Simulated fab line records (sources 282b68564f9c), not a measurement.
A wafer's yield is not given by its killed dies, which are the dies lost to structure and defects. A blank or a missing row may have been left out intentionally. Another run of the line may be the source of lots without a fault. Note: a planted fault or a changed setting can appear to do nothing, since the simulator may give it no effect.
Matching of chambers :: flow ritCmos :: RIT_GATE_ETCH_19 on rieSi-02 has 4 sister chambers
The step etches poly-Si in SF6/CHF3/O2, stops on SiO2, time 165 s, target depth 312.5 nm. 4 wafers are shown with their chamber, then 7 later ones without.

## WAFERS PAIRED WITH THEIR CHAMBERS
wafer: L712.3
chamber: 1
throttleValvePct (%): 10.28

wafer: L718.6
chamber: 3
throttleValvePct (%): 10.24

wafer: L720.1
chamber: 2
throttleValvePct (%): 10.43

wafer: L720.2
chamber: 0
throttleValvePct (%): 10.34

## WAFERS MISSING THEIR CHAMBER
wafer: L720.6
throttleValvePct (%): 10.27

wafer: L724.1
throttleValvePct (%): 10.26

wafer: L724.2
throttleValvePct (%): 10.44

wafer: L724.5
throttleValvePct (%): 10.34

wafer: L730.1
throttleValvePct (%): 10.33

wafer: L730.3
throttleValvePct (%): 10.25

wafer: L730.6
throttleValvePct (%): 10.34

## WHICH CHAMBER EACH WENT THROUGH
wafer: L720.6
from the rows above: can't be placed: 1 or 3
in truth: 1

wafer: L724.1
from the rows above: can't be placed: 1 or 3
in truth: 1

wafer: L724.2
from the rows above: 2
in truth: 2

wafer: L724.5
from the rows above: 0
in truth: 0

wafer: L730.1
from the rows above: 0
in truth: 0

wafer: L730.3
from the rows above: can't be placed: 3 or 1
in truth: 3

wafer: L730.6
from the rows above: 0
in truth: 0
Placed correctly: 4 of 7. From these rows, 3 cannot be placed; in 3 the true chamber is one of the candidates. 0 placed wrongly.
How it was worked out, from the rows above alone: a wafer's distance from a chamber is the root of the sum, over the readings, of the square of ((its reading less the chamber's mean) divided by the reading's scatter). If the next closest chamber is less than 2 further off than the closest, the wafer can't be placed; otherwise it belongs to the closest. A chamber's mean is the mean of its shown wafers. The scatter (one wafer shown for each chamber): square how far every hidden wafer sits from the nearest shown wafer, average those squares and take the square root.
